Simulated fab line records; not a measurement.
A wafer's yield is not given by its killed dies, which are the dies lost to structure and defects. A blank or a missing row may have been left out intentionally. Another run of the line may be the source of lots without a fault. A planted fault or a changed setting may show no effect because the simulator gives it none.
fab line records	flow rit-cmos
record lots=6	wafers=18	last-day=6
route steps=202 shown M1@184
lots untouched by any fault: they come from a run of this same line in which no faults occurred
start-h: hours from the record's first day to the start of the lot's first wafer shown	wait-h: time in hours since the lot's previous step	" repeats the value in the row above	L1.1+2: a row that stands for several wafers	- either no value or no given start	* or withheld: withheld	< > ~ a bound
route shown NAME@n: a module of which the file shows steps, and the number in the route of the first	usual: the fault-free wafers' mean and standard deviation	same: alike in all rows	chamber/n: place in a boat	sites: each site's reading	_std_site: standard deviation across them	_edge_site: mean of outer sites minus mean of inner sites	radius-mm: how far each site lies from the wafer's centre	mask NAME#n: copy n	behind: the most recent tool/chamber to have shaped the wafer	hold: why the lot went on hold/how many hours it stayed there/how the hold came to an end	device: names the non-switching transistor (n, p or np)	end of line: tests of these same wafers at the route's end	a step without rows: its recipe alone	killed: dies that structure and defects cost at the first sort, which is not the same as the wafer's yield	map: dies across one wafer; x = killed, . = not, _ = none there
set.NAME: the setting that was run; set.NAME@STEP: the one run at that earlier step	model.NAME: the simulator's own value behind a step, which no gauge read
lots seen at some steps along the route; tables by step, rows by wafer
services: the hour from which a tool's chamber was out of use, counted from the record's first day as start-h (under 0 if before that day), plus the number of hours and why
## steps
# step RIT_M1_SPUTTER_00
# recipe material=Al	target-thk-nm=400	power-w=2000	chamber-pressure-pa=0.4	gas=Ar	time-s=500	substrate-temp-c=25
# usual throttle-valve-pct=29.9/0.88
lot.wafer	tool	chamber	start-h	wait-h	throttle-valve-pct
L481.2	pvd-sputter-02	-	58.60	0.0	29.3
L481.4	"	-	"	"	29.5
L481.6	"	-	"	"	29.2
L486.1	pvd-sputter-04	-	83.05	0.0	31.5
L486.3	"	-	"	"	29.6
L486.4	"	-	"	"	28.7
L487.1	pvd-sputter-02	-	86.93	0.0	29.5
L487.2	"	-	"	"	29.5
L487.5	"	-	"	"	29.4
L490.1	pvd-sputter-03	-	108.48	0.0	28.8
L490.2	"	-	"	"	30.7
L490.6	"	-	"	"	28.6
L495.1	pvd-sputter-04	-	128.52	0.0	29.6
L495.5	"	-	"	"	28.6
L495.6	"	-	"	"	29.4
L499.2	pvd-sputter-04	-	148.87	0.0	31.1
L499.3	"	-	"	"	30.6
L499.4	"	-	"	"	29.7
# step RIT_M1_RS_MEAS_01
# recipe thk-meas-gauge=four-point-probe	reads=Al_of_M1_SPUTTER_00
# usual M1_AL_RS=0.0736/0.00088
lot.wafer	tool	chamber	start-h	wait-h	M1_AL_RS[ohm/sq]
L481.2	film-metro-04	-	58.91	0.2	0.0744
L481.4	"	-	"	"	0.0742
L481.6	"	-	"	"	0.0740
L486.1	film-metro-03	-	83.34	0.1	0.0740
L486.3	"	-	"	"	0.0739
L486.4	"	-	"	"	0.0739
L487.1	film-metro-04	-	87.22	0.1	0.0735
L487.2	"	-	"	"	0.0742
L487.5	"	-	"	"	0.0736
L490.1	film-metro-03	-	108.77	0.1	0.0736
L490.2	"	-	"	"	0.0722
L490.6	"	-	"	"	0.0728
L495.1	film-metro-03	-	128.81	0.1	0.0729
L495.5	"	-	"	"	0.0723
L495.6	"	-	"	"	0.0720
L499.2	film-metro-04	-	149.19	0.2	0.0734
L499.3	"	-	"	"	0.0734
L499.4	"	-	"	"	0.0731
# step RIT_M1_THK_MEAS_02
# recipe thk-meas-gauge=xrf	reads=Al_of_M1_SPUTTER_00
# usual M1_AL_THK=401/4.9
lot.wafer	tool	chamber	start-h	wait-h	M1_AL_THK[nm]
L481.2	film-metro-04	-	59.02	0.1	399
L481.4	"	-	"	"	402
L481.6	"	-	"	"	404
L486.1	film-metro-03	-	83.46	0.1	397
L486.3	"	-	"	"	395
L486.4	"	-	"	"	395
L487.1	film-metro-04	-	87.34	0.1	404
L487.2	"	-	"	"	399
L487.5	"	-	"	"	404
L490.1	film-metro-03	-	108.89	0.1	399
L490.2	"	-	"	"	406
L490.6	"	-	"	"	402
L495.1	film-metro-03	-	128.93	0.1	405
L495.5	"	-	"	"	407
L495.6	"	-	"	"	409
L499.2	film-metro-04	-	149.30	0.1	403
L499.3	"	-	"	"	403
L499.4	"	-	"	"	405
# step RIT_M1_HMDS_03
# recipe prime-time-s=60	prime-temp-c=140
# step RIT_M1_COAT_04
# recipe resist=NOVOLAK	spin-rpm=2000	resist-thk-nm=1300
# step RIT_M1_SOFTBAKE_05
# recipe resist=NOVOLAK	temp-c=90	time-s=60
# step RIT_M1_EXPOSE_06
# recipe mask-id=M12	na=0.6	source-shape=conventional	sigma-outer=0.5	target-cd-nm=2600	dose-mj=250
# step RIT_M1_PEB_07
# recipe resist=NOVOLAK	temp-c=withheld	time-s=withheld
# step RIT_M1_DEVELOP_08
# recipe resist=NOVOLAK	develop-time-s=68	dev-temp-c=23
# step RIT_M1_CD_MEAS_09
# recipe target-cd-nm=2600
# usual cd-nm=2599.9/2.3
lot.wafer	tool	chamber	start-h	wait-h	cd-nm
L481.2	cd-sem-01	-	59.97	-	2602.7
L481.4	"	-	"	"	2602.4
L481.6	"	-	"	"	2603.8
L486.1	cd-sem-01	-	84.53	-	2602.0
L486.3	"	-	"	"	2601.0
L486.4	"	-	"	"	2603.5
L487.1	cd-sem-02	-	88.28	-	2599.2
L487.2	"	-	"	"	2600.1
L487.5	"	-	"	"	2598.5
L490.1	cd-sem-01	-	110.06	-	2597.1
L490.2	"	-	"	"	2597.5
L490.6	"	-	"	"	2598.8
L495.1	cd-sem-02	-	130.01	-	2601.6
L495.5	"	-	"	"	2600.8
L495.6	"	-	"	"	2600.4
L499.2	cd-sem-01	-	150.25	-	2600.6
L499.3	"	-	"	"	2599.1
L499.4	"	-	"	"	2598.9
# step RIT_M1_OVL_MEAS_10
# usual M1_OVL=1.3/1.3
lot.wafer	tool	chamber	start-h	wait-h	M1_OVL[nm]
L481.2	overlay-01	-	60.08	0.1	0.2
L481.4	"	-	"	"	1.3
L481.6	"	-	"	"	0.8
L486.1	overlay-02	-	84.65	0.1	4.1
L486.3	"	-	"	"	2.2
L486.4	"	-	"	"	3.0
L487.1	overlay-01	-	88.40	0.1	0.3
L487.2	"	-	"	"	1.2
L487.5	"	-	"	"	1.3
L490.1	overlay-01	-	110.18	0.1	0.3
L490.2	"	-	"	"	-0.1
L490.6	"	-	"	"	1.4
L495.1	overlay-02	-	130.13	0.1	0.4
L495.5	"	-	"	"	0.8
L495.6	"	-	"	"	-1.6
L499.2	overlay-01	-	150.35	0.1	1.1
L499.3	"	-	"	"	0.9
L499.4	"	-	"	"	1.6
# step RIT_M1_HARDBAKE_11
# recipe resist=NOVOLAK	temp-c=140	time-s=120
# step RIT_M1_METAL_ETCH_12
# recipe stop-on=SiO2	chemistry=Cl2/BCl3	target=Al	time-s=165	over-etch-frac=0.5	pressure-mtorr=100	target-depth-a=6000	rf-w=250	Cl2_flow_sccm=60	bcl3-flow-sccm=50
# usual drypump-motor-current-A=5.9/0.51	mfc-cl2-sccm=60.00/0.19	oes-product-au=0.772/0.0097	run-length-s=193.1/0.41	throttle-valve-pct=8.33/0.067
lot.wafer	tool	chamber	start-h	wait-h	drypump-motor-current-A	mfc-cl2-sccm	oes-product-au	rf-hours-counter-h	run-length-s	throttle-valve-pct	model.NOVOLAK_of_M1_COAT_04.thk-nm	model.M1.feature-depth-nm	model.etch.depth-nm
L481.2	rie-metal-01	0	60.36	0.2	5.4	60.19	0.770	1	193.1	8.43	819.5	426.4	394.8
L481.4	"	0	"	"	5.4	59.73	0.772	-	193.4	8.44	818	427.6	396.2
L481.6	"	1	"	"	5.3	59.94	0.770	-	192.7	8.33	806.2	430.3	397.4
L486.1	rie-metal-02	0	84.93	0.2	6.6	59.91	0.756	4	193.2	8.34	809.4	430.5	397.4
L486.3	"	0	"	"	6.6	60.02	0.763	-	193.1	8.34	808	430	396.8
L486.4	"	1	"	"	6.0	59.79	0.781	-	193.1	8.34	809	430.2	397.3
L487.1	rie-metal-01	0	88.69	0.2	5.4	59.78	0.975	1	127.2	8.40	943.6	346.2	346.2
L487.2	"	1	"	"	5.3	60.05	0.754	1	192.9	8.34	796.8	428.6	395.5
L487.5	"	1	"	"	5.3	59.86	0.759	-	192.7	8.32	801.4	431.4	398.6
L490.1	rie-metal-01	0	110.62	0.2	5.5	60.17	0.986	1	127.1	8.41	944.4	354.9	354.9
L490.2	"	1	"	"	5.3	60.38	0.766	1	192.6	8.34	798	439.5	406.1
L490.6	"	1	"	"	5.3	59.76	0.762	-	192.7	8.31	799.8	435.8	402.6
L495.1	rie-metal-04	1	130.43	0.2	6.6	60.18	0.777	34	193.3	8.19	811	434.6	402.3
L495.5	"	1	"	"	6.6	59.78	0.774	-	194.0	8.20	812.3	438	405.8
L495.6	"	0	"	"	5.7	59.94	0.784	-	193.8	8.29	809.4	439.8	407.2
L499.2	rie-metal-02	1	150.63	0.2	6.1	59.75	0.773	5	192.9	8.32	798.1	432.7	399.5
L499.3	"	0	"	"	6.6	60.05	0.760	-	193.0	8.35	804.8	432.8	399.6
L499.4	"	1	"	"	6.1	59.94	0.786	-	192.8	8.33	799.1	434.7	401.6
# step RIT_M1_STRIP_13
# recipe chemistry=nmp	resist=NOVOLAK	temp-c=80	time-s=600	dry=n2-spin
# step RIT_M1_STRIP_14
# recipe chemistry=O2	time-s=180	platen-temp-c=withheld	power-w=500	pressure-mtorr=4000	o2-flow-sccm=4000
# usual drypump-motor-current-A=5.8/0.43
lot.wafer	tool	chamber	start-h	wait-h	drypump-motor-current-A	rf-hours-counter-h
L481.2	plasma-asher-01	0	60.70	0.0	5.1	41
L481.4	"	1	"	"	6.0	-
L481.6	"	0	"	"	5.1	-
L486.1	plasma-asher-02	0	85.27	0.0	6.4	45
L486.3	"	0	"	"	6.5	-
L486.4	"	1	"	"	5.8	-
L487.1	plasma-asher-02	1	89.02	0.0	5.8	45
L487.2	"	0	"	"	6.5	45
L487.5	"	1	"	"	5.7	-
L490.1	plasma-asher-03	1	110.96	0.0	5.7	30
L490.2	"	0	"	"	6.0	30
L490.6	"	1	"	"	5.7	-
L495.1	plasma-asher-01	1	130.77	0.0	6.1	49
L495.5	"	1	"	"	6.1	-
L495.6	"	0	"	"	5.1	-
L499.2	plasma-asher-02	1	150.97	0.0	5.7	53
L499.3	"	0	"	"	6.5	-
L499.4	"	1	"	"	5.7	-
# step RIT_M1_CD_MEAS_90
# recipe target-cd-nm=2600
# usual cd-nm=2600.2/2.9
lot.wafer	tool	chamber	start-h	wait-h	cd-nm
L481.2	cd-sem-01	-	60.89	0.1	2605.9
L481.4	"	-	"	"	2606.2
L481.6	"	-	"	"	2605.1
L486.1	cd-sem-02	-	85.45	0.1	2602.3
L486.3	"	-	"	"	2600.9
L486.4	"	-	"	"	2603.7
L487.1	cd-sem-02	-	89.20	0.1	2609.9
L487.2	"	-	"	"	2599.7
L487.5	"	-	"	"	2597.9
L490.1	cd-sem-01	-	111.13	0.1	2608.2
L490.2	"	-	"	"	2595.4
L490.6	"	-	"	"	2596.9
L495.1	cd-sem-01	-	130.94	0.1	2599.3
L495.5	"	-	"	"	2599.8
L495.6	"	-	"	"	2600.9
L499.2	cd-sem-02	-	151.17	0.1	2602.9
L499.3	"	-	"	"	2599.8
L499.4	"	-	"	"	2599.1
# step RIT_M1_ANNEAL_15
# recipe temp-c=450	time-s=1800	ambient=forming_gas_H2N2
# step RIT_M1_PROBE_99
# usual defect-limited-yield=97.4/1.1	killed_at_M0_to_M3=0/0	killed-at-front-end=6.8/2.8	killed-dies=6.9/2.8	killed-on-rim=1.8/1.4	killed-open=3.3/1.9	killed-short=3.5/1.8	sort_bin_3_pad_short=0.1/0.22	sort_bin_5_function=1.4/0.76	sort_bin_6_memory=1.0/0.67	sort-n-pass=257.1/2.8	sort-yield-pct=97.4/1.1
# same gross-dies=264	killed_at_M4_up=0	killed-at-back-side=0	killed-at-contacts=0	killed-at-other=0
lot.wafer	tool	chamber	start-h	wait-h	defect-limited-yield[%]	killed_at_M0_to_M3	killed-at-front-end	killed-dies	killed-on-rim	killed-open	killed-short	sort_bin_3_pad_short[%]	sort_bin_5_function[%]	sort_bin_6_memory[%]	sort-n-pass	sort-yield-pct[%]	model.etest.tester.sort-n-pass	model.etest.tester.sort-yield-pct	model.etest.tester.sort_bin_5_pct	model.etest.field-p.short	model.etest.npoly-sal.short	model.etest.pmos_0p15.over-limit	model.etest.ppoly-sal.short	model.etest.pmos_0p3.short
L481.2	prober-02	-	63.09	0.1	97.7	0	6	6	1	3	3	0	1.9	0.4	258.0	97.7	258	97.73	1.894	0	0	0	0	0
L481.4	prober-02	-	63.19	0.2	98.1	0	5	5	2	3	2	0	1.1	0.8	259.0	98.1	259	98.11	1.136	0	0	0	0	0
L481.6	prober-02	-	63.29	0.2	98.5	0	4	4	2	2	2	0	1.1	0.4	260.0	98.5	260	98.48	1.136	0	0	0	0	0
L486.1	prober-01	-	87.19	0.1	97.3	0	7	7	2	4	3	0	2.3	0.4	257.0	97.3	257	97.35	2.273	0	0	0	0	0
L486.3	prober-01	-	87.29	0.2	98.1	0	5	5	1	3	2	0	1.1	0.8	259.0	98.1	259	98.11	1.136	0	0	0	0	0
L486.4	prober-01	-	87.34	0.2	96.6	0	9	9	4	6	3	0.4	1.9	1.1	255.0	96.6	255	96.59	1.894	0	0	0	0	0
L487.1	prober-02	-	90.94	0.1	0	254	10	264	70	3	7	0.4	97.7	1.9	0	0	0	0	97.73	1	1	1	1	1
L487.2	prober-02	-	90.99	0.1	96.6	0	9	9	3	3	5	0	1.9	1.5	255.0	96.6	255	96.59	1.894	0	0	0	0	0
L487.5	prober-02	-	91.14	0.2	95.8	0	11	11	3	3	8	0.8	3.0	0.4	253.0	95.8	253	95.83	3.03	0	0	0	0	0
L490.1	prober-01	-	112.87	0.1	0	251	13	264	70	7	6	0.4	98.5	1.1	0	0	0	0	98.48	1	1	1	1	1
L490.2	prober-01	-	112.92	0.1	97.0	0	8	8	4	4	4	0	2.3	0.8	256.0	97.0	256	96.97	2.273	0	0	0	0	0
L490.6	prober-01	-	113.12	0.2	98.1	0	5	5	1	3	2	0.4	0.8	0.8	259.0	98.1	259	98.11	0.7576	0	0	0	0	0
L495.1	prober-01	-	133.44	0.1	95.5	0	12	12	4	6	6	0	1.9	2.7	252.0	95.5	252	95.45	1.894	0	0	0	0	0
L495.5	prober-01	-	133.64	0.2	97.7	0	6	6	1	3	3	0	1.9	0.4	258.0	97.7	258	97.73	1.894	0	0	0	0	0
L495.6	prober-01	-	133.69	0.2	97.3	0	7	7	0	2	5	0	0.8	1.9	257.0	97.3	257	97.35	0.7576	0	0	0	0	0
L499.2	prober-01	-	153.50	0.1	98.1	0	5	5	1	3	2	0	1.5	0.4	259.0	98.1	259	98.11	1.515	0	0	0	0	0
L499.3	prober-01	-	153.55	0.2	98.1	0	5	5	0	4	1	0	1.1	0.8	259.0	98.1	259	98.11	1.136	0	0	0	0	0
L499.4	prober-01	-	153.60	0.2	98.5	0	4	4	1	1	3	0	0.4	1.1	260.0	98.5	260	98.48	0.3788	0	0	0	0	0
# killed by level:class
L481.2 GATE:geometric-particle:open=2 GATE:geometric-particle:short=1 REOX:geometric-particle:short=1 REOX:geometric-particle:open=1 SPACER:geometric-particle:short=1
L481.4 GATE:geometric-particle:open=3 REOX:geometric-particle:short=1 SPACER:geometric-particle:short=1
L481.6 FOX1:geometric-particle:open=1 GATE:geometric-particle:short=1 GATE:geometric-particle:open=1 REOX:geometric-particle:short=1
L486.1 FOX2:geometric-particle:short=2 REOX:geometric-particle:open=2 FOX2:geometric-particle:open=1 GATE:geometric-particle:short=1 SILICIDE:geometric-particle:open=1
L486.3 FOX1:geometric-particle:open=1 FOX2:geometric-particle:open=1 GATE:geometric-particle:short=1 GATE:geometric-particle:open=1 REOX:geometric-particle:short=1
L486.4 GATE:geometric-particle:open=4 SPACER:geometric-particle:short=2 REOX:geometric-particle:open=1 REOX:geometric-particle:short=1 SPACER:geometric-particle:open=1
L487.1 M1:area-etch=254 GATE:geometric-particle:short=3 GATE:geometric-particle:open=2 REOX:geometric-particle:short=2 SILICIDE:geometric-particle:short=2 REOX:geometric-particle:open=1
L487.2 GATE:geometric-particle:short=3 REOX:geometric-particle:short=2 REOX:geometric-particle:open=2 SILICIDE:geometric-particle:open=1 NRETRO:coat-microbubble-printed=1
L487.5 GATE:geometric-particle:short=3 REOX:geometric-particle:short=3 REOX:geometric-particle:open=2 FOX2:geometric-particle:open=1 SPACER:geometric-particle:short=1 SILICIDE:geometric-particle:short=1
L490.1 M1:area-etch=251 GATE:geometric-particle:short=3 REOX:geometric-particle:open=3 GATE:geometric-particle:open=2 REOX:geometric-particle:short=2 FOX1:geometric-particle:open=1 FOX2:geometric-particle:short=1 SPACER:geometric-particle:open=1
L490.2 GATE:geometric-particle:short=3 GATE:geometric-particle:open=2 SILICIDE:geometric-particle:open=2 REOX:geometric-particle:short=1
L490.6 FOX1:geometric-particle:short=1 FOX2:geometric-particle:open=1 SPACER:geometric-particle:short=1 GATE:geometric-particle:open=1 SPACER:geometric-particle:open=1
L495.1 SILICIDE:geometric-particle:short=3 SILICIDE:geometric-particle:open=3 SPACER:geometric-particle:open=2 FOX2:geometric-particle:open=1 FOX2:geometric-particle:short=1 GATE:geometric-particle:short=1 SPACER:geometric-particle:short=1
L495.5 SPACER:geometric-particle:short=3 FOX1:geometric-particle:open=1 GATE:geometric-particle:open=1 SPACER:geometric-particle:open=1
L495.6 FOX1:geometric-particle:short=1 FOX2:geometric-particle:open=1 GATE:geometric-particle:open=1 GATE:geometric-particle:short=1 REOX:geometric-particle:short=1 SPACER:geometric-particle:short=1 SILICIDE:geometric-particle:short=1
L499.2 FOX1:geometric-particle:short=2 FOX2:geometric-particle:open=1 REOX:geometric-particle:open=1 SPACER:geometric-particle:open=1
L499.3 FOX1:geometric-particle:open=1 GATE:geometric-particle:short=1 GATE:geometric-particle:open=1 SPACER:geometric-particle:open=1 SILICIDE:geometric-particle:open=1
L499.4 GATE:geometric-particle:short=2 FOX1:geometric-particle:short=1 GATE:geometric-particle:open=1
# map L487.1 (x killed, . not)
________xxxxxxx_______
_____xxxxxxxxxxxxx____
____xxxxxxxxxxxxxxx___
___xxxxxxxxxxxxxxxxx__
__xxxxxxxxxxxxxxxxxxx_
__xxxxxxxxxxxxxxxxxxx_
_xxxxxxxxxxxxxxxxxxxxx
_xxxxxxxxxxxxxxxxxxxxx
_xxxxxxxxxxxxxxxxxxxxx
_xxxxxxxxxxxxxxxxxxxxx
__xxxxxxxxxxxxxxxxxxx_
__xxxxxxxxxxxxxxxxxxx_
___xxxxxxxxxxxxxxxxx__
____xxxxxxxxxxxxxxx___
_____xxxxxxxxxxxxx____
________xxxxxxx_______
# map L490.1 (x killed, . not)
________xxxxxxx_______
_____xxxxxxxxxxxxx____
____xxxxxxxxxxxxxxx___
___xxxxxxxxxxxxxxxxx__
__xxxxxxxxxxxxxxxxxxx_
__xxxxxxxxxxxxxxxxxxx_
_xxxxxxxxxxxxxxxxxxxxx
_xxxxxxxxxxxxxxxxxxxxx
_xxxxxxxxxxxxxxxxxxxxx
_xxxxxxxxxxxxxxxxxxxxx
__xxxxxxxxxxxxxxxxxxx_
__xxxxxxxxxxxxxxxxxxx_
___xxxxxxxxxxxxxxxxx__
____xxxxxxxxxxxxxxx___
_____xxxxxxxxxxxxx____
________xxxxxxx_______
## services
tool	chamber	start-h	hours	kind
plasma-asher-03	-	74.96	24.9	pm
plasma-asher-01	-	85.33	2.8	pm
pvd-sputter-03	-	105.45	2.0	repair
pvd-sputter-04	-	107.19	1.9	repair
pvd-sputter-02	-	114.65	40.5	repair
rie-metal-02	0	125.14	17.8	repair
rie-metal-04	-	136.12	20.0	pm
rie-metal-04	0	136.12	20.0	vent-cycle
rie-metal-04	1	136.12	20.0	vent-cycle
plasma-asher-03	-	142.42	14.6	pm
pvd-sputter-03	-	149.97	1.1	repair
## key
first-sign step=RIT_M1_METAL_ETCH_12	reading=run-length-s	direction=down	sigmas=99+	usual=*	struck=*
effect step=RIT_M1_METAL_ETCH_12	reading=oes-product-au	direction=up	sigmas=21	usual=0.772	struck=0.980
effect step=RIT_M1_CD_MEAS_90	reading=cd-nm	direction=up	sigmas=3	usual=2600.2	struck=2609.0
effect step=RIT_M1_PROBE_99	reading=killed_at_M0_to_M3	direction=up	sigmas=99+	usual=0	struck=252.5
model-effect step=RIT_M1_METAL_ETCH_12	value=NOVOLAK_of_M1_COAT_04.thk-nm	without=815.5	struck=944
model-effect step=RIT_M1_PROBE_99	value=etest.tester.sort-n-pass	without=252.5	struck=0
more-kills-born-at RIT_M1_METAL_ETCH_12@rie-metal-01=505
met-at RIT_M1_METAL_ETCH_12
struck-wafers L487.1,L490.1
later-rows-left-out L487.1,L490.1
onset-between 60.36 88.69
fault kind=process-parameter-drift	tool=rie-metal-01	chamber=0	onset-h=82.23	steps=RIT_M1_METAL_ETCH_12	channel=time-s	offset=*	shape=step	end-h=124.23	stated=*
# later-rows-left-out: the simulator's readings of these wafers behind a module that went badly wrong aren't trusted and aren't shown, but for the sort
